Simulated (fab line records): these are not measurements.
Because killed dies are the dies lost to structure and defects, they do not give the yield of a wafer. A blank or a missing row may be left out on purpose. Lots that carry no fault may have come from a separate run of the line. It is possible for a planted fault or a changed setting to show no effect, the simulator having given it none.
Check for tools in common + flow berkeley-cmos170 + Lots sampled 11, wafers sampled 33

== WHAT PROMPTED THE OPENING ==
At UCB170_FIELD_THK_MEAS_02 the reading FIELD_OXIDE_THK is flagged on 3 of 11 lots. Fault-free wafers read 556 nm, with a standard deviation of 11.
Rule: a lot gets a flag if all its wafers with a number sit over 4 standard deviations from that mean, or if no wafer of it has a number. As for the other lots, they are considered sound.

| lot  | measured    | on            | FIELD_OXIDE_THK (nm), wafer by wafer | flag    |
|------|-------------|---------------|--------------------------------------|---------|
| L840 | day 4 20:51 | film-metro-02 | 538 538 534                          |         |
| L842 | day 5 05:31 | film-metro-04 | 560 571 563                          |         |
| L841 | day 5 05:32 | film-metro-02 | 549 558 562                          |         |
| L845 | day 5 21:20 | film-metro-02 | 560 547 544                          |         |
| L846 | day 5 21:22 | film-metro-03 | 550 549 558                          |         |
| L844 | day 5 21:23 | film-metro-02 | 538 542 539                          |         |
| L843 | day 5 21:28 | film-metro-03 | 556 564 562                          |         |
| L849 | day 6 12:47 | film-metro-04 | 553 549 553                          |         |
| L850 | day 7 01:25 | film-metro-03 | 662 661 673                          | FLAGGED |
| L855 | day 8 00:17 | film-metro-03 | 663 667 669                          | FLAGGED |
| L854 | day 8 00:19 | film-metro-02 | 663 652 660                          | FLAGGED |
Average over the flagged lots: 663 nm; offset from the usual +107 nm, equal to +10 standard deviations.

== EACH LOT AND THE TOOL IT RAN ON ==
The record keeps 1 process step preceding the reading, out of 331 steps on the route. Cell contents, in order: the tool; ch with the chambers the sampled wafers went through; the start.
| lot  | flag    | UCB170_FIELD_OXIDATION_01    |
|------|---------|------------------------------|
| L840 |         | furnace-04 ch 0, day 4 17:46 |
| L842 |         | furnace-02 ch 0, day 5 02:31 |
| L841 |         | furnace-02 ch 0, day 5 02:31 |
| L845 |         | furnace-04 ch 0, day 5 18:20 |
| L846 |         | furnace-04 ch 0, day 5 18:20 |
| L844 |         | furnace-04 ch 0, day 5 18:20 |
| L843 |         | furnace-04 ch 0, day 5 18:20 |
| L849 |         | furnace-04 ch 0, day 6 09:47 |
| L850 | FLAGGED | furnace-04 ch 0, day 6 22:24 |
| L855 | FLAGGED | furnace-04 ch 0, day 7 21:17 |
| L854 | FLAGGED | furnace-04 ch 0, day 7 21:17 |
What the steps here do:
- UCB170_FIELD_OXIDATION_01: target thk 558.3 nm, ox time 7200 s.
- UCB170_FIELD_THK_MEAS_02

== FLAGGED OVER TOTAL, TOOL BY TOOL (the gauges that took the reading come last) ==
| step                      | tool          | lots run | flagged | share of the flagged lots | sound lots run after its first flagged lot |
|---------------------------|---------------|----------|---------|---------------------------|--------------------------------------------|
| UCB170_FIELD_OXIDATION_01 | furnace-02    | 2        | 0       | none                      | -                                          |
| UCB170_FIELD_OXIDATION_01 | furnace-04    | 9        | 3       | all                       | 0                                          |
| UCB170_FIELD_THK_MEAS_02  | film-metro-02 | 5        | 1       | some                      | 0                                          |
| UCB170_FIELD_THK_MEAS_02  | film-metro-03 | 4        | 2       | some                      | 0                                          |
| UCB170_FIELD_THK_MEAS_02  | film-metro-04 | 2        | 0       | none                      | -                                          |

== WHAT THE TABLE ALLOWS ==
1 row of the table ran every flagged lot: furnace-04 at UCB170_FIELD_OXIDATION_01.
- furnace-04 at UCB170_FIELD_OXIDATION_01 ran 9 lots, 3 of them flagged. A fault beginning between L849 (day 6 09:47), its last sound lot, and L850 (day 6 22:24), its first flagged one, fits the data. Its own readings lie more than 4 standard deviations out on every wafer of the flagged lots: spike-tc-centre-C, spike-tc-load-C, spike-tc-source-C, tube-center-temp-C, tube_center_temp_C_max, zone-power-source-pct.
What remains is a single tool, furnace-04 at UCB170_FIELD_OXIDATION_01.

== WHAT WAS PUT IN BY THE SIMULATOR ==
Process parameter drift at UCB170_FIELD_OXIDATION_01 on furnace-04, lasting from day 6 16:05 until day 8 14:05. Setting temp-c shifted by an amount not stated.
Lots struck among those shown: L850, L855, L854. Same finding as the rule above.
